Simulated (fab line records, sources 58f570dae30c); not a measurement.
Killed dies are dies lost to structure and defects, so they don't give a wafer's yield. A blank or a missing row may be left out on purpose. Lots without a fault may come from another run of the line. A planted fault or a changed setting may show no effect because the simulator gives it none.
fab line records | flow berkeley_cmos170 | part 1 of 2: steps 1 to 25 of 38
record lots=5 wafers=15 last_day=13
route steps=331 shown CONTACT@228 M1@238 V1@254
lots that met no fault: from a run of the same line without faults
start_h: hours from the record's first day to the start of the lot's first wafer shown | wait_h: hours since the lot's step before | " the same as in the row above | L1.1+2: a row that stands for several wafers | - no value, or no start given | * or withheld: withheld | < > ~ a bound
route shown NAME@n: a module of which the file shows steps, and the number in the route of the first | usual: mean/standard deviation of fault-free wafers | same: alike in all rows | chamber/n: place in a boat | sites: the reading at each site | _std_site: their standard deviation | _edge_site: outer sites' mean less inner sites' | radius_mm: how far each site lies from the wafer's centre | mask NAME#n: copy n | behind: the tool/chamber that last shaped the wafer | hold: why the lot was held/for how many hours/how that ended | device: the transistor (n, p or np) that didn't switch | end of line: the same wafers' tests at the end of the route | a step without rows: its recipe alone | killed: dies lost to structure and defects at the first sort, not the wafer's yield | map: a wafer's dies, x killed, . not, _ none there
set.NAME: the setting as run; set.NAME@STEP: as run at that earlier step | model.NAME: the simulator's own value behind a step, which no gauge read
lots at some steps of the route; a table a step, a row a wafer
services: from which hour (start_h, from the record's first day; less than 0 if before it) a tool's chamber was out of use, for how many hours, and why
## steps
# step UCB170_CONTACT_EXPOSE_12
# recipe mask_id=CONT target_cd_nm=700 na=0.5 sigma_outer=0.6 source_shape=conventional dose_mj=35
# same sigma_outer=0.6
# columns lot.wafer tool chamber start_h wait_h mask
L078.2+3+6 krf_scanner-02 0 190.69 - CONT#0
L082.2+3+5 krf_scanner-02 0 213.85 - CONT#0
L081.1+3+4 krf_scanner-01 0 214.51 - CONT#0
L088.2+4+5 krf_scanner-02 0 255.04 - CONT#0
L095.1+5+6 krf_scanner-01 0 283.23 - CONT#0
# step UCB170_CONTACT_PEB_13
# recipe peb_temp_c=130 peb_time_s=withheld resist=KrF
# columns lot.wafer tool chamber start_h wait_h
L078.2+3+6 litho_track-04 0 190.88 0.2
L082.2+3+5 litho_track-03 0 214.05 0.2
L081.1+3+4 litho_track-03 0 214.75 0.2
L088.2+4+5 litho_track-01 0 255.31 0.2
L095.1+5+6 litho_track-03 0 283.38 0.1
# step UCB170_CONTACT_DEVELOP_14
# recipe developer=TMAH develop_time_s=45 resist=KrF dev_temp_c=21
# columns lot.wafer tool chamber start_h wait_h
L078.2+3+6 litho_track-04 0 - -
L082.2+3+5 litho_track-03 0 - -
L081.1+3+4 litho_track-03 0 - -
L088.2+4+5 litho_track-01 0 - -
L095.1+5+6 litho_track-03 0 - -
# step UCB170_CONTACT_CD_MEAS_15
# recipe target_cd_nm=700
# usual cd_nm=700.5/1.5
# columns lot.wafer tool chamber start_h wait_h cd_nm
L078.2 cd_sem-01 - 191.15 - 699.9
L078.3 " - " " 700.6
L078.6 " - " " 700.1
L082.2 cd_sem-01 - 214.32 - 701.4
L082.3 " - " " 700.0
L082.5 " - " " 700.5
L081.1 cd_sem-01 - 215.03 - 698.3
L081.3 " - " " 698.0
L081.4 " - " " 700.2
L088.2 cd_sem-02 - 255.58 - 700.1
L088.4 " - " " 699.7
L088.5 " - " " 701.5
L095.1 cd_sem-01 - 283.98 - 701.9
L095.5 " - " " 702.4
L095.6 " - " " 700.3
# step UCB170_CONTACT_OVL_MEAS_16
# usual CONTACT_OVL=0/4.5
# columns lot.wafer tool chamber start_h wait_h CONTACT_OVL[nm]
L078.2 overlay-02 - 191.26 0.1 -1
L078.3 " - " " 6
L078.6 " - " " -1
L082.2 overlay-02 - 214.43 0.1 1
L082.3 " - " " 0
L082.5 " - " " 1
L081.1 overlay-01 - 215.15 0.1 3
L081.3 " - " " -2
L081.4 " - " " -1
L088.2 overlay-01 - 255.68 0.1 -7
L088.4 " - " " -2
L088.5 " - " " 1
L095.1 overlay-02 - 284.10 0.1 -3
L095.5 " - " " -1
L095.6 " - " " 0
# step UCB170_CONTACT_ETCH_17
# recipe chemistry=N2/H2 target_depth_a=withheld overetch_a=withheld target=BARC time_s=withheld source_w=500 bias_w=100 pressure_mtorr=30 n2_flow_sccm=100 h2_flow_sccm=200
# usual chamber_pressure_mTorr=30.00/0.032 drypump_motor_current_A=5.7/0.55 oes_product_au=1.003/0.018 throttle_valve_pct=13.25/0.11
# columns lot.wafer tool chamber start_h wait_h chamber_pressure_mTorr drypump_motor_current_A oes_product_au throttle_valve_pct
L078.2 rie_diel-01 3 191.29 0.0 30.03 4.9 0.998 13.27
L078.3 " 1 " " 29.94 6.1 1.008 13.11
L078.6 " 3 " " 29.99 4.9 1.001 13.30
L082.2 rie_diel-01 2 214.46 0.0 30.01 5.7 0.969 13.30
L082.3 " 3 " " 29.98 4.9 0.997 13.29
L082.5 " 3 " " 30.00 4.9 1.002 13.28
L081.1 rie_diel-03 0 215.19 0.0 30.00 6.3 1.022 13.23
L081.3 " 2 " " 29.98 5.7 0.982 13.02
L081.4 " 0 " " 29.98 6.3 1.020 13.22
L088.2 rie_diel-04 1 255.71 0.0 30.01 5.4 1.035 13.28
L088.4 " 3 " " 29.97 6.4 1.013 13.31
L088.5 " 0 " " 30.25 5.6 0.994 13.20
L095.1 rie_diel-01 3 284.14 0.0 30.00 4.9 0.997 13.28
L095.5 " 0 " " 29.95 6.6 1.008 13.27
L095.6 " 1 " " 30.01 6.1 0.997 13.09
# step UCB170_CONTACT_ETCH_18
# recipe chemistry=CHF3/CF4/Ar target=PSG stop_on=TiSi2 CHF3_flow_sccm=45 cf4_flow_sccm=15 Ar_flow_sccm=150 pressure_mtorr=200 rf_w=700 target_depth_a=8400 over_etch_frac=0.2 time_s=195
# usual CHF3_flow_sccm=45.00/0.12 cf4_flow_sccm=15.00/0.045 chamber_pressure_mTorr=200.01/0.17 drypump_motor_current_A=5.7/0.55 oes_product_au=0.904/0.015 throttle_valve_pct=6.88/0.07
# columns lot.wafer tool chamber start_h wait_h CHF3_flow_sccm cf4_flow_sccm chamber_pressure_mTorr drypump_motor_current_A oes_product_au rf_hours_counter_h throttle_valve_pct
L078.2 rie_diel-01 3 - - 45.26 15.06 199.98 4.9 0.909 58 6.90
L078.3 " 1 " " 44.93 14.98 200.13 6.1 0.901 58 6.81
L078.6 " 3 " " 45.06 15.06 200.00 4.8 0.898 - 6.87
L082.2 rie_diel-01 2 - - 45.07 15.06 200.29 5.6 0.886 56 6.92
L082.3 " 3 " " 44.85 15.00 200.01 4.9 0.902 59 6.88
L082.5 " 3 " " 44.90 15.04 200.17 4.9 0.904 - 6.88
L081.1 rie_diel-03 0 - - 45.16 14.91 200.04 6.3 0.911 8 6.90
L081.3 " 2 " " 45.03 14.93 200.09 5.7 0.880 17 6.73
L081.4 " 0 " " 45.11 14.94 200.13 6.3 0.907 - 6.89
L088.2 rie_diel-04 1 - - 44.91 15.00 199.83 5.4 0.928 10 6.89
L088.4 " 3 " " 45.38 15.05 200.17 6.5 0.898 42 6.92
L088.5 " 0 " " 44.98 15.06 199.97 5.5 0.901 - 6.88
L095.1 rie_diel-01 3 - - 45.01 14.94 199.81 4.9 0.906 62 6.88
L095.5 " 0 " " 45.00 14.92 199.47 6.5 0.911 - 6.91
L095.6 " 1 " " 45.09 15.02 200.13 6.1 0.906 - 6.79
# step UCB170_CONTACT_STRIP_19
# recipe chemistry=O2 power_w=400 pressure_mtorr=3500 platen_temp_c=withheld o2_flow_sccm=400 overash_fraction=0.5
# usual chamber_pressure_mTorr=3500/3.1 drypump_motor_current_A=5.9/0.61 oes_product_au=0.725/0.0045
# columns lot.wafer tool chamber start_h wait_h chamber_pressure_mTorr drypump_motor_current_A oes_product_au rf_hours_counter_h
L078.2 plasma_asher-01 0 191.45 - 3503 6.2 0.734 45
L078.3 " 0 " " 3495 6.2 0.724 -
L078.6 " 0 " " 3494 6.2 0.724 -
L082.2 plasma_asher-02 1 214.63 - 3503 5.7 0.728 50
L082.3 " 0 " " 3504 5.6 0.728 -
L082.5 " 0 " " 3493 5.5 0.728 -
L081.1 plasma_asher-02 1 215.35 - 3498 5.7 0.727 50
L081.3 " 1 " " 3502 5.7 0.721 -
L081.4 " 0 " " 3501 5.5 0.722 -
L088.2 plasma_asher-02 0 255.88 - 3501 5.6 0.732 54
L088.4 " 0 " " 3504 5.6 0.724 -
L088.5 " 0 " " 3497 5.6 0.719 -
L095.1 plasma_asher-02 1 284.31 - 3506 5.7 0.728 57
L095.5 " 0 " " 3507 5.5 0.729 -
L095.6 " 1 " " 3502 5.7 0.718 -
# step UCB170_CONTACT_CD_MEAS_90
# recipe target_cd_nm=700
# usual cd_nm=700.5/1.5
# columns lot.wafer tool chamber start_h wait_h cd_nm
L078.2 cd_sem-02 - 191.57 0.1 699.9
L078.3 " - " " 700.0
L078.6 " - " " 700.2
L082.2 cd_sem-02 - 214.75 0.1 701.9
L082.3 " - " " 699.4
L082.5 " - " " 699.8
L081.1 cd_sem-01 - 215.45 0.1 698.5
L081.3 " - " " 697.9
L081.4 " - " " 700.0
L088.2 cd_sem-02 - 256.00 0.1 699.9
L088.4 " - " " 699.8
L088.5 " - " " 700.8
L095.1 cd_sem-01 - 284.70 0.4 701.3
L095.5 " - " " 701.6
L095.6 " - " " 699.5
# step UCB170_CONTACT_CLEAN_20
# recipe chemistry=SPM temp_c=120 time_s=600
# usual bath_guard_temp_C=120.2/0.5
# columns lot.wafer tool chamber start_h wait_h bath_guard_temp_C
L078.2 wet_bench-03 3 191.77 0.2 121.3
L078.3 " 3 " " 121.0
L078.6 " 3 " " 121.3
L081.1 wet_bench-03 1 215.66 0.2 120.0
L081.3 " 1 " " 120.3
L081.4 " 1 " " 119.8
L082.2 wet_bench-03 1 215.66 0.9 120.2
L082.3 " 1 " " 120.1
L082.5 " 1 " " 120.2
L088.2 wet_bench-03 2 256.10 0.1 120.4
L088.4 " 2 " " 120.9
L088.5 " 2 " " 120.8
L095.1 wet_bench-03 2 284.88 0.2 120.9
L095.5 " 2 " " 120.6
L095.6 " 2 " " 120.6
# step UCB170_M1_SPUTTER_00
# recipe material=Al target_thk_nm=600 time_s=80 power_w=6000 chamber_pressure_pa=0.5
# usual throttle_valve_pct=30.0/1
# columns lot.wafer tool chamber start_h wait_h throttle_valve_pct
L078.2 pvd_sputter-04 - 191.96 0.0 28.8
L078.3 " - " " 27.6
L078.6 " - " " 29.4
L081.1 pvd_sputter-03 - 216.04 0.0 30.3
L081.3 " - " " 31.6
L081.4 " - " " 30.5
L082.2 pvd_sputter-02 - 216.04 0.0 31.5
L082.3 " - " " 30.7
L082.5 " - " " 29.8
L088.2 pvd_sputter-04 - 256.45 0.0 27.8
L088.4 " - " " 29.5
L088.5 " - " " 29.1
L095.1 pvd_sputter-04 - 285.05 0.0 27.8
L095.5 " - " " 27.7
L095.6 " - " " 29.6
# step UCB170_M1_RS_MEAS_01
# recipe thk_meas_gauge=four-point-probe reads=Al_of_M1_SPUTTER_00
# usual M1_AL_RS=0.0484/0.00051
# columns lot.wafer tool chamber start_h wait_h M1_AL_RS[ohm/sq]
L078.2 film_metro-04 - 192.04 0.1 0.0483
L078.3 " - " " 0.0480
L078.6 " - " " 0.0477
L081.1 film_metro-04 - 216.10 0.0 0.0486
L081.3 " - " " 0.0490
L081.4 " - " " 0.0491
L082.2 film_metro-03 - 216.13 0.1 0.0483
L082.3 " - " " 0.0484
L082.5 " - " " 0.0484
L088.2 film_metro-04 - 256.53 0.1 0.0477
L088.4 " - " " 0.0479
L088.5 " - " " 0.0477
L095.1 film_metro-01 - 285.12 0.0 0.0478
L095.5 " - " " 0.0477
L095.6 " - " " 0.0480
# step UCB170_M1_THK_MEAS_02
# recipe thk_meas_gauge=xrf reads=Al_of_M1_SPUTTER_00
# usual M1_AL_THK=593/7.7
# columns lot.wafer tool chamber start_h wait_h M1_AL_THK[nm]
L078.2 film_metro-04 - 192.15 0.1 587
L078.3 " - " " 594
L078.6 " - " " 601
L081.1 film_metro-04 - 216.22 0.1 585
L081.3 " - " " 582
L081.4 " - " " 582
L082.2 film_metro-03 - 216.24 0.1 597
L082.3 " - " " 594
L082.5 " - " " 597
L088.2 film_metro-04 - 256.64 0.1 601
L088.4 " - " " 596
L088.5 " - " " 599
L095.1 film_metro-01 - 285.24 0.1 600
L095.5 " - " " 604
L095.6 " - " " 597
# step UCB170_M1_COAT_03
# recipe resist=BARC temp_c=withheld time_s=withheld spin_rpm=3000 resist_thk_nm=withheld
# usual spin_speed_rpm=2999.6/1.8
# columns lot.wafer tool chamber start_h wait_h spin_speed_rpm
L078.2 litho_track-02 0 192.23 0.1 2999.7
L078.3 " 0 " " 2997.9
L078.6 " 0 " " 3000.2
L081.1 litho_track-02 0 216.50 0.3 3001.0
L081.3 " 0 " " 2999.7
L081.4 " 0 " " 2997.5
L082.2 litho_track-01 0 216.76 0.5 2997.9
L082.3 " 0 " " 3000.5
L082.5 " 0 " " 2996.8
L088.2 litho_track-02 0 256.72 0.1 2996.7
L088.4 " 0 " " 2998.4
L088.5 " 0 " " 3000.2
L095.1 litho_track-02 0 285.31 0.1 3003.9
L095.5 " 0 " " 2997.5
L095.6 " 0 " " 2999.5
# step UCB170_M1_COAT_04
# recipe resist=KrF spin_rpm=1500 resist_thk_nm=900
# usual spin_speed_rpm=1500.1/0.98
# columns lot.wafer tool chamber start_h wait_h spin_speed_rpm
L078.2 litho_track-02 0 - - 1501.1
L078.3 " 0 " " 1500.5
L078.6 " 0 " " 1501.4
L081.1 litho_track-02 0 - - 1499.9
L081.3 " 0 " " 1501.3
L081.4 " 0 " " 1499.0
L082.2 litho_track-01 0 - - 1500.8
L082.3 " 0 " " 1500.1
L082.5 " 0 " " 1500.4
L088.2 litho_track-02 0 - - 1501.0
L088.4 " 0 " " 1499.5
L088.5 " 0 " " 1500.2
L095.1 litho_track-02 0 - - 1500.1
L095.5 " 0 " " 1500.4
L095.6 " 0 " " 1500.1
# step UCB170_M1_SOFTBAKE_05
# recipe resist=KrF temp_c=130 time_s=60
# columns lot.wafer tool chamber start_h wait_h
L078.2+3+6 litho_track-02 0 - -
L081.1+3+4 litho_track-02 0 - -
L082.2+3+5 litho_track-01 0 - -
L088.2+4+5 litho_track-02 0 - -
L095.1+5+6 litho_track-02 0 - -
# step UCB170_M1_EXPOSE_06
# recipe mask_id=METAL1 target_cd_nm=700 na=0.5 sigma_outer=0.6 source_shape=conventional dose_mj=20.68
# same sigma_outer=0.6
# columns lot.wafer tool chamber start_h wait_h mask
L078.2+3+6 krf_scanner-02 0 192.80 - METAL1#0
L081.1+3+4 krf_scanner-01 0 216.95 - METAL1#0
L082.2+3+5 krf_scanner-01 0 217.20 - METAL1#0
L088.2+4+5 krf_scanner-02 0 257.16 - METAL1#0
L095.1+5+6 krf_scanner-02 0 285.76 - METAL1#0
# step UCB170_M1_PEB_07
# recipe peb_temp_c=130 peb_time_s=withheld resist=KrF
# columns lot.wafer tool chamber start_h wait_h
L078.2+3+6 litho_track-02 0 193.13 0.3
L081.1+3+4 litho_track-02 0 217.07 0.1
L082.2+3+5 litho_track-01 0 217.32 0.1
L088.2+4+5 litho_track-01 0 257.28 0.1
L095.1+5+6 litho_track-01 0 286.12 0.3
# step UCB170_M1_DEVELOP_08
# recipe developer=TMAH develop_time_s=45 resist=KrF dev_temp_c=21
# columns lot.wafer tool chamber start_h wait_h
L078.2+3+6 litho_track-02 0 - -
L081.1+3+4 litho_track-02 0 - -
L082.2+3+5 litho_track-01 0 - -
L088.2+4+5 litho_track-01 0 - -
L095.1+5+6 litho_track-01 0 - -
# step UCB170_M1_CD_MEAS_09
# recipe target_cd_nm=700
# usual cd_nm=700.1/1.2
# columns lot.wafer tool chamber start_h wait_h cd_nm
L078.2 cd_sem-02 - 193.40 - 700.7
L078.3 " - " " 700.3
L078.6 " - " " 699.3
L081.1 cd_sem-02 - 217.34 - 699.3
L081.3 " - " " 700.4
L081.4 " - " " 700.6
L082.2 cd_sem-02 - 217.59 - 700.7
L082.3 " - " " 698.8
L082.5 " - " " 699.6
L088.2 cd_sem-01 - 257.55 - 700.9
L088.4 " - " " 700.8
L088.5 " - " " 701.6
L095.1 cd_sem-01 - 286.40 - 698.8
L095.5 " - " " 698.6
L095.6 " - " " 699.1
# step UCB170_M1_OVL_MEAS_10
# usual M1_OVL=2/5.1
# columns lot.wafer tool chamber start_h wait_h M1_OVL[nm]
L078.2 overlay-02 - 193.50 0.1 2
L078.3 " - " " -6
L078.6 " - " " -9
L081.1 overlay-02 - 217.46 0.1 7
L081.3 " - " " 0
L081.4 " - " " 4
L082.2 overlay-02 - 217.70 0.1 10
L082.3 " - " " 4
L082.5 " - " " -2
L088.2 overlay-02 - 257.66 0.1 -9
L088.4 " - " " -4
L088.5 " - " " -1
L095.1 overlay-02 - 286.52 0.1 -3
L095.5 " - " " 6
L095.6 " - " " 4
# step UCB170_M1_ETCH_11
# recipe chemistry=N2/H2 target_depth_a=withheld overetch_a=withheld target=BARC time_s=withheld source_w=500 bias_w=100 pressure_mtorr=30 n2_flow_sccm=100 h2_flow_sccm=200
# usual chamber_pressure_mTorr=29.997/0.029 drypump_motor_current_A=5.8/0.58 oes_product_au=1.000/0.013 throttle_valve_pct=13.30/0.15
# columns lot.wafer tool chamber start_h wait_h chamber_pressure_mTorr drypump_motor_current_A oes_product_au throttle_valve_pct
L078.2 rie_diel-01 0 193.53 0.0 29.982 6.6 0.999 13.27
L078.3 " 3 " " 30.008 4.9 1.000 13.28
L078.6 " 1 " " 30.056 6.1 1.001 13.10
L081.1 rie_diel-02 1 217.50 0.0 29.933 6.3 1.003 13.12
L081.3 " 0 " " 29.991 5.8 1.013 13.40
L081.4 " 0 " " 30.063 5.8 1.006 13.42
L082.2 rie_diel-03 1 217.73 0.0 30.000 5.4 1.004 13.47
L082.3 " 3 " " 29.963 4.7 1.001 13.20
L082.5 " 3 " " 30.012 4.6 1.004 13.19
L088.2 rie_diel-02 2 257.69 0.0 29.976 5.6 1.025 13.45
L088.4 " 0 " " 30.022 5.8 1.001 13.43
L088.5 " 1 " " 29.987 6.2 0.997 13.12
L095.1 rie_diel-01 1 286.56 0.0 30.003 6.1 0.998 13.10
L095.5 " 0 " " 29.989 6.6 1.006 13.25
L095.6 " 3 " " 30.035 4.9 1.003 13.28
# step UCB170_M1_METAL_ETCH_12
# recipe chemistry=Cl2/BCl3 target=Al stop_on=PSG pressure_mtorr=12 target_depth_a=7800 over_etch_frac=0.3 time_s=130 icp_w=600 bias_w=120 Cl2_flow_sccm=90 bcl3_flow_sccm=45
# usual chamber_pressure_mTorr=12.000/0.01 drypump_motor_current_A=6.07/0.27 oes_product_au=0.854/0.015 throttle_valve_pct=24.36/0.11
# columns lot.wafer tool chamber start_h wait_h chamber_pressure_mTorr drypump_motor_current_A oes_product_au rf_hours_counter_h throttle_valve_pct
L078.2 rie_metal-04 0 193.57 - 12.001 6.15 0.871 0.8 24.45
L078.3 " 0 " " 12.008 6.14 0.877 - 24.46
L078.6 " 0 " " 11.993 6.14 0.873 - 24.44
L081.1 rie_metal-03 0 217.54 - 11.984 5.77 0.856 5.3 24.18
L081.3 " 1 " " 11.999 5.98 0.858 - 24.30
L081.4 " 0 " " 12.003 5.77 0.843 - 24.18
L082.2 rie_metal-04 0 217.77 - 12.008 6.16 0.871 1.5 24.44
L082.3 " 0 " " 11.982 6.14 0.868 - 24.45
L082.5 " 1 " " 12.009 6.43 0.834 - 24.44
L088.2 rie_metal-01 1 257.73 - 11.994 6.54 0.842 3.0 24.42
L088.4 " 1 " " 11.988 6.53 0.845 - 24.43
L088.5 " 1 " " 12.002 6.54 0.842 - 24.43
L095.1 rie_metal-01 1 286.60 - 11.991 6.49 0.846 3.7 24.43
L095.5 " 0 " " 11.990 5.82 0.879 - 24.51
L095.6 " 1 " " 12.017 6.44 0.839 - 24.42
# step UCB170_M1_STRIP_13
# recipe chemistry=O2 power_w=400 pressure_mtorr=3500 platen_temp_c=withheld o2_flow_sccm=400 overash_fraction=0.5
# usual chamber_pressure_mTorr=3500.5/2.8 drypump_motor_current_A=5.9/0.63 oes_product_au=0.720/0.0046
# columns lot.wafer tool chamber start_h wait_h chamber_pressure_mTorr drypump_motor_current_A oes_product_au rf_hours_counter_h
L078.2 plasma_asher-04 1 193.71 0.1 3497.5 5.3 0.722 41
L078.3 " 1 " " 3500.2 5.3 0.725 -
L078.6 " 0 " " 3499.0 6.3 0.719 -
L081.1 plasma_asher-01 0 217.67 0.1 3496.2 6.2 0.721 48
L081.3 " 1 " " 3502.8 4.9 0.723 -
L081.4 " 0 " " 3501.4 6.2 0.717 -
L082.2 plasma_asher-01 0 217.90 0.1 3499.4 6.2 0.716 48
L082.3 " 0 " " 3507.1 6.2 0.726 -
L082.5 " 1 " " 3498.9 4.9 0.722 -
L088.2 plasma_asher-04 1 257.86 0.1 3501.3 5.3 0.718 49
L088.4 " 1 " " 3500.3 5.3 0.728 -
L088.5 " 0 " " 3497.8 6.2 0.723 -
L095.1 plasma_asher-03 0 286.73 0.1 3502.2 6.9 0.721 17
L095.5 " 1 " " 3500.9 6.4 0.721 -
L095.6 " 0 " " 3497.0 6.8 0.719 -
# step UCB170_M1_CD_MEAS_90
# recipe target_cd_nm=700
# usual cd_nm=700.6/2
# columns lot.wafer tool chamber start_h wait_h cd_nm
L078.2 cd_sem-02 - 193.83 0.1 702.6
L078.3 " - " " 703.9
L078.6 " - " " 701.8
L081.1 cd_sem-02 - 217.77 0.1 697.6
L081.3 " - " " 701.4
L081.4 " - " " 699.9
L082.2 cd_sem-02 - 218.02 0.1 699.7
L082.3 " - " " 697.6
L082.5 " - " " 698.6
L088.2 cd_sem-02 - 257.98 0.1 702.5
L088.4 " - " " 701.3
L088.5 " - " " 703.9
L095.1 cd_sem-02 - 286.83 0.1 703.5
L095.5 " - " " 701.1
L095.6 " - " " 703.9
